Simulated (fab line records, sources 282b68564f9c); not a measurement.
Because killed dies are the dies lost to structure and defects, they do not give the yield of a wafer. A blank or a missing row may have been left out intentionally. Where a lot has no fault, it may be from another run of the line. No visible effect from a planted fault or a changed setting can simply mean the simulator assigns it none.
Which tool is to blame? | flow rit_cmos | 11 lots, 33 wafers sampled, at 2 steps of a route of 202

== WHAT THE GAUGES SHOWED, per wafer ==
RIT_SILICIDE_RS_MEAS_02: measures by four-point-probe.
lot  | measured    | on            | SILICIDE_TI_RS (ohm/sq)
L422 | day 3 20:44 | film_metro-04 | 48.0 49.0 48.7
L423 | day 4 03:23 | film_metro-04 | 48.1 47.6 46.3
L425 | day 4 21:30 | film_metro-03 | 49.4 50.6 50.5
L427 | day 5 18:44 | film_metro-04 | 48.9 49.6 47.7
L434 | day 6 18:44 | film_metro-03 | 48.6 47.0 48.7
L435 | day 6 20:47 | film_metro-04 | 46.2 45.9 47.0
L438 | day 7 03:53 | film_metro-03 | 48.3 49.3 48.9
L440 | day 7 07:54 | film_metro-01 | 49.1 47.0 47.7
L442 | day 7 16:44 | film_metro-04 | 48.3 46.6 47.6
L443 | day 7 17:50 | film_metro-04 | 47.9 46.8 47.0
L445 | day 8 02:38 | film_metro-04 | 46.2 46.0 47.2

== WHAT TOOL EACH LOT RAN ON (gives the tool, then ch and the chambers of the sampled wafers, and finally the start) ==
lot  | RIT_SILICIDE_SPUTTER_01
L422 | pvd_sputter-01, day 3 20:34
L423 | pvd_sputter-01, day 4 03:13
L425 | pvd_sputter-01, day 4 21:19
L427 | pvd_sputter-04, day 5 18:31
L434 | pvd_sputter-04, day 6 18:34
L435 | pvd_sputter-02, day 6 20:38
L438 | pvd_sputter-04, day 7 03:43
L440 | pvd_sputter-04, day 7 07:43
L442 | pvd_sputter-04, day 7 16:31
L443 | pvd_sputter-02, day 7 17:41
L445 | pvd_sputter-02, day 8 02:29
- RIT_SILICIDE_SPUTTER_01: material Ti, target thk 30 nm, time 240 s.

== AS READ BY THE TOOLS THEMSELVES (means over the sampled wafers that have a number; for cases with no such wafer, the mark the record gives instead) ==
RIT_SILICIDE_SPUTTER_01.
lot  | tool           | throttle_valve_pct (%)
L422 | pvd_sputter-01 | 28.8
L423 | pvd_sputter-01 | 29.7
L425 | pvd_sputter-01 | 28.9
L427 | pvd_sputter-04 | 29.6
L434 | pvd_sputter-04 | 29.3
L435 | pvd_sputter-02 | 30.7
L438 | pvd_sputter-04 | 29.9
L440 | pvd_sputter-04 | 29.0
L442 | pvd_sputter-04 | 29.5
L443 | pvd_sputter-02 | 31.3
L445 | pvd_sputter-02 | 30.8

== THE ANSWER, worked out from the rows above alone ==
Rule: the usual values come from the lots themselves. Put in order of their means at a reading, lots are off if they are a third of the lots or fewer, leave a main group of 4 or more, and stand apart from it by a gap of 3 or more times the standard deviation of the main group's means; of several such gaps the widest counts. A main group whose means are all the same, to the digits that the tables above print for the reading, isn't used. Also off: a lot with no number at a reading for which 4 or more lots have one. All remaining lots with rows at the step are treated as sound. First the gauges in route order, then the tools' own readings, where a lot's mean is used as printed above. At the first step where some lot is off, the reading lying furthest off is the one used; lots without a number count as furthest.
No lot is off at any reading shown: from this, nothing can be told.

== WHAT HAD BEEN PUT IN BY THE SIMULATOR ==
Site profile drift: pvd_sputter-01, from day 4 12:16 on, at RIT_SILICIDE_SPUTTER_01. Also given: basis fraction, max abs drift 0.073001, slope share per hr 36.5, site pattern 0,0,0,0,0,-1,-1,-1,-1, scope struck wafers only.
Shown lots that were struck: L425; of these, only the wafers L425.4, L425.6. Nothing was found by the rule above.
